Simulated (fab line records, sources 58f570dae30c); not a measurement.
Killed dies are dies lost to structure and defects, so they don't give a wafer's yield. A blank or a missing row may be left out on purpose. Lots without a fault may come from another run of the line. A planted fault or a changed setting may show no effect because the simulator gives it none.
Which tool did it? | flow berkeley_cmos170 | 13 lots, 39 wafers sampled, at 6 steps of a route of 331

WHAT THE GAUGES READ, wafer by wafer
UCB170_PWELL_THK_MEAS_03.
lot  | measured    | on            | PWELL_OXIDE_THK (nm)
L712 | day 2 17:00 | film_metro-04 | 27.0 27.2 27.1
L713 | day 2 23:54 | film_metro-04 | 26.2 26.6 26.6
L715 | day 3 09:35 | film_metro-02 | 26.6 26.4 27.1
L718 | day 4 04:44 | film_metro-02 | 26.0 26.2 26.1
L719 | day 4 11:19 | film_metro-02 | 26.2 26.7 26.6
L720 | day 4 11:20 | film_metro-04 | 26.2 26.6 26.4
L721 | day 4 18:59 | film_metro-02 | 26.3 26.5 26.4
L724 | day 5 01:25 | film_metro-02 | 26.3 25.9 26.2
L728 | day 5 19:48 | film_metro-02 | 26.3 26.7 26.3
L730 | day 6 10:40 | film_metro-02 | 26.5 25.7 26.3
L731 | day 6 16:05 | film_metro-04 | 25.8 25.4 26.1
L732 | day 7 00:53 | film_metro-04 | 26.8 26.5 27.3
L734 | day 7 10:35 | film_metro-03 | 26.0 26.2 26.1

UCB170_SILICIDE_RS_MEAS_02: measures by four-point-probe.
lot  | measured     | on            | SILICIDE_TI_RS (ohm/sq)
L712 | day 6 16:36  | film_metro-03 | 26.6 26.1 26.7
L713 | day 7 02:38  | film_metro-03 | 26.2 26.7 26.2
L715 | day 7 02:13  | film_metro-04 | 26.3 27.0 27.1
L718 | day 8 05:32  | film_metro-04 | 26.2 26.5 26.1
L719 | day 8 13:11  | film_metro-04 | 26.5 25.9 26.6
L720 | day 8 13:49  | film_metro-03 | 26.3 26.0 26.1
L721 | day 8 23:20  | film_metro-04 | 26.4 26.5 25.9
L724 | day 8 23:37  | film_metro-04 | 26.4 30.3 29.9
L728 | day 10 05:22 | film_metro-04 | 26.5 26.4 26.3
L730 | day 10 16:59 | film_metro-03 | 26.0 26.1 26.0
L731 | day 11 03:38 | film_metro-04 | 26.3 26.4 26.6
L732 | day 11 12:25 | film_metro-04 | 26.2 26.1 26.0
L734 | day 11 22:55 | film_metro-02 | 25.7 25.8 25.9

UCB170_SILICIDE_THK_MEAS_03: measures by xrf.
lot  | measured     | on            | SILICIDE_TI_THK (nm)
L712 | day 6 16:43  | film_metro-03 | 29.3 29.8 29.1
L713 | day 7 02:46  | film_metro-03 | 29.5 29.1 29.4
L715 | day 7 02:20  | film_metro-04 | 29.1 28.6 28.5
L718 | day 8 05:39  | film_metro-04 | 29.1 28.9 29.1
L719 | day 8 13:17  | film_metro-04 | 28.7 29.4 28.6
L720 | day 8 13:55  | film_metro-03 | 29.6 29.8 29.8
L721 | day 8 23:28  | film_metro-04 | 28.8 28.9 29.1
L724 | day 8 23:43  | film_metro-04 | 29.1 25.8 26.0
L728 | day 10 05:28 | film_metro-04 | 28.9 29.2 29.2
L730 | day 10 17:06 | film_metro-03 | 29.9 30.0 29.8
L731 | day 11 03:46 | film_metro-04 | 29.0 29.1 28.9
L732 | day 11 12:31 | film_metro-04 | 29.2 29.3 29.2
L734 | day 11 23:01 | film_metro-02 | 29.8 29.8 29.9

WHICH TOOL RAN EACH LOT (tool, then ch and the chambers of the sampled wafers, then the start)
lot  | UCB170_PVT_STRIP_08                  | UCB170_GATE_STRIP_16                 | UCB170_SILICIDE_SPUTTER_01
L712 | plasma_asher-02 ch 0,1, day 5 11:07  | plasma_asher-02 ch 0,1, day 5 22:35  | pvd_sputter-01, day 6 16:34
L713 | plasma_asher-02 ch 0,1, day 5 23:25  | plasma_asher-04 ch 0,1, day 6 09:54  | pvd_sputter-02, day 7 02:37
L715 | plasma_asher-02 ch 0, day 5 23:42    | plasma_asher-02 ch 0, day 6 09:37    | pvd_sputter-01, day 7 02:08
L718 | plasma_asher-01 ch 0,1, day 6 22:46  | plasma_asher-02 ch 0,1, day 7 11:18  | pvd_sputter-01, day 8 05:30
L719 | plasma_asher-02 ch 0,1, day 7 10:25  | plasma_asher-04 ch 0,1, day 7 23:37  | pvd_sputter-01, day 8 13:07
L720 | plasma_asher-03 ch 0,1, day 7 10:45  | plasma_asher-02 ch 0,1, day 7 23:25  | pvd_sputter-03, day 8 13:44
L721 | plasma_asher-02 ch 0,1, day 7 19:10  | plasma_asher-04 ch 0,1, day 8 08:30  | pvd_sputter-02, day 8 23:19
L724 | plasma_asher-03 ch 0,1, day 7 19:23  | plasma_asher-03 ch 0,1, day 8 08:22  | pvd_sputter-01, day 8 23:32
L728 | plasma_asher-03 ch 0,1, day 8 22:14  | plasma_asher-04 ch 0,1, day 9 12:55  | pvd_sputter-02, day 10 05:19
L730 | plasma_asher-02 ch 0,1, day 9 09:41  | plasma_asher-02 ch 0,1, day 10 00:58 | pvd_sputter-03, day 10 16:57
L731 | plasma_asher-01 ch 0,1, day 9 22:02  | plasma_asher-04 ch 0,1, day 10 13:01 | pvd_sputter-03, day 11 03:37
L732 | plasma_asher-03 ch 0,1, day 10 08:21 | plasma_asher-02 ch 0,1, day 10 20:48 | pvd_sputter-02, day 11 12:20
L734 | plasma_asher-03 ch 0,1, day 10 18:18 | plasma_asher-02 ch 0,1, day 11 05:42 | pvd_sputter-02, day 11 22:50
- UCB170_PVT_STRIP_08: strips in O2.
- UCB170_GATE_STRIP_16: strips in O2.
- UCB170_SILICIDE_SPUTTER_01: material Ti, target thk 30 nm, time 25 s.

WHAT THE TOOLS THEMSELVES READ (means of the sampled wafers that have a number; where no wafer has one, the mark that the record gives instead)
UCB170_PVT_STRIP_08.
lot  | tool            | drypump_motor_current_A (A) | oes_product_au (a.u.) | strip_time_to_endpoint_s (s)
L712 | plasma_asher-02 | 5.7                         | 0.733                 | 21.65
L713 | plasma_asher-02 | 5.7                         | 0.733                 | 21.69
L715 | plasma_asher-02 | 5.8                         | 0.740                 | 21.64
L718 | plasma_asher-01 | 5.2                         | 0.736                 | 21.59
L719 | plasma_asher-02 | 5.6                         | 0.734                 | 21.69
L720 | plasma_asher-03 | 6.0                         | 0.732                 | 21.64
L721 | plasma_asher-02 | 5.7                         | 0.736                 | 21.63
L724 | plasma_asher-03 | 6.0                         | 0.737                 | 21.54
L728 | plasma_asher-03 | 6.0                         | 0.736                 | 21.63
L730 | plasma_asher-02 | 5.7                         | 0.734                 | 21.75
L731 | plasma_asher-01 | 5.4                         | 0.735                 | 21.68
L732 | plasma_asher-03 | 6.2                         | 0.735                 | 21.72
L734 | plasma_asher-03 | 6.0                         | 0.739                 | 21.81

UCB170_GATE_STRIP_16.
lot  | tool            | drypump_motor_current_A (A) | oes_product_au (a.u.)
L712 | plasma_asher-02 | 5.59                        | 0.727
L713 | plasma_asher-04 | 5.79                        | 0.722
L715 | plasma_asher-02 | 5.77                        | 0.726
L718 | plasma_asher-02 | 5.68                        | 0.726
L719 | plasma_asher-04 | 5.77                        | 0.724
L720 | plasma_asher-02 | 5.59                        | 0.726
L721 | plasma_asher-04 | 5.81                        | 0.728
L724 | plasma_asher-03 | 5.98                        | 0.726
L728 | plasma_asher-04 | 5.67                        | 0.727
L730 | plasma_asher-02 | 5.68                        | 0.727
L731 | plasma_asher-04 | 5.78                        | 0.729
L732 | plasma_asher-02 | 5.60                        | 0.722
L734 | plasma_asher-02 | 5.69                        | 0.721

UCB170_SILICIDE_SPUTTER_01.
lot  | tool           | throttle_valve_pct (%)
L712 | pvd_sputter-01 | 31.4
L713 | pvd_sputter-02 | 29.4
L715 | pvd_sputter-01 | 31.1
L718 | pvd_sputter-01 | 31.1
L719 | pvd_sputter-01 | 31.2
L720 | pvd_sputter-03 | 29.9
L721 | pvd_sputter-02 | 29.9
L724 | pvd_sputter-01 | 31.1
L728 | pvd_sputter-02 | 30.3
L730 | pvd_sputter-03 | 29.4
L731 | pvd_sputter-03 | 29.3
L732 | pvd_sputter-02 | 30.3
L734 | pvd_sputter-02 | 30.1

THE ANSWER, worked out from the rows above alone
Rule: what is usual is taken from the lots themselves. Put in order of their means at a reading, lots are off if they are a third of the lots or fewer, leave a main group of 4 or more, and stand apart from it by a gap of 3 or more times the standard deviation of the main group's means; of several such gaps the widest counts. A main group whose means are all the same, to the digits that the tables above print for the reading, isn't used. A lot without any number at a reading at which 4 lots or more have one is off too. The other lots that the step has rows for count as sound. The gauges are gone through in route order, then the tools' own readings, and for those a lot's mean is taken as printed above. The first step at which some lot is off is used, and at that step the reading that is off furthest; a lot without a number counts as furthest.
Off: L724, at UCB170_SILICIDE_RS_MEAS_02 (SILICIDE_TI_RS). The main group: mean 26.3 ohm/sq, standard deviation 0.24.
A tool fits if, at a process step before that reading, it ran every lot that is off, and no sound lot after the first of them. The gauges at UCB170_SILICIDE_RS_MEAS_02 are tried like those tools. Can't be told from this: 2 tools fit, plasma_asher-03 at UCB170_GATE_STRIP_16, pvd_sputter-01 at UCB170_SILICIDE_SPUTTER_01.

WHAT THE SIMULATOR HAD PUT IN
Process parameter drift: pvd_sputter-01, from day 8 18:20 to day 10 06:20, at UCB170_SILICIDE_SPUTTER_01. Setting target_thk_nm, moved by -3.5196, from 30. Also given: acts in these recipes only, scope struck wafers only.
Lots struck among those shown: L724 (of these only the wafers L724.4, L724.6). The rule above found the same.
